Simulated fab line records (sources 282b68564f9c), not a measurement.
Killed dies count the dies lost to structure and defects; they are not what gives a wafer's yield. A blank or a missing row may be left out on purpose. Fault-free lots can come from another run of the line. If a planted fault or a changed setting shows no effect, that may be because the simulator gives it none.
Which tool was responsible? -- flow rit cmos -- 21 wafers from 7 lots sampled at 2 of the route's 202 steps

WHAT EACH GAUGE READ, for each wafer
RIT_M1_CD_MEAS_90: the cd target is 2600 nm.
lot,measured,on,cd nm (nm)
L934,day 3 17:32,cd sem-02,2599 2596 2597
L936,day 4 07:41,cd sem-01,2596 2599 2595
L940,day 5 00:47,cd sem-01,2598 2598 2599
L946,day 6 04:50,cd sem-02,2598 2598 2598
L949,day 6 23:41,cd sem-01,2578 2600 2601
L951,day 7 10:17,cd sem-01,2604 2578 2602
L955,day 8 06:02,cd sem-02,2601 2603 2603

WHAT TOOL EACH LOT RAN ON (gives the tool, then ch and the chambers of the sampled wafers, and finally the start)
lot,RIT_M1_METAL_ETCH_12
L934,"rie metal-01 ch 0,1, day 3 16:59"
L936,"rie metal-03 ch 0,1, day 4 07:11"
L940,"rie metal-01 ch 0,1, day 5 00:16"
L946,"rie metal-01 ch 0, day 6 04:17"
L949,"rie metal-01 ch 0,1, day 6 23:11"
L951,"rie metal-01 ch 0,1, day 7 09:46"
L955,"rie metal-03 ch 0,1, day 8 05:32"
- RIT_M1_METAL_ETCH_12: etches Al in Cl2/BCl3, stops on SiO2, time 165 s, target depth 600 nm.

THE ANSWER, worked out from the rows above alone
Rule: what is usual is taken from the lots themselves. The widest of any qualifying gaps counts: lots, ordered by their means at a reading, are off when they make up no more than a third of the lots, leave a main group of 4 or more, and stand apart from it by 3 or more times the standard deviation of that group's means. A main group whose means are all the same, to the digits that the tables above print for the reading, isn't used. Also off: a lot with no number at a reading for which 4 or more lots have one. Where the step has rows for the other lots, those lots are counted as sound.
None of the lots is off at any reading shown; this tells nothing.

WHAT THE SIMULATOR HAD PUT IN
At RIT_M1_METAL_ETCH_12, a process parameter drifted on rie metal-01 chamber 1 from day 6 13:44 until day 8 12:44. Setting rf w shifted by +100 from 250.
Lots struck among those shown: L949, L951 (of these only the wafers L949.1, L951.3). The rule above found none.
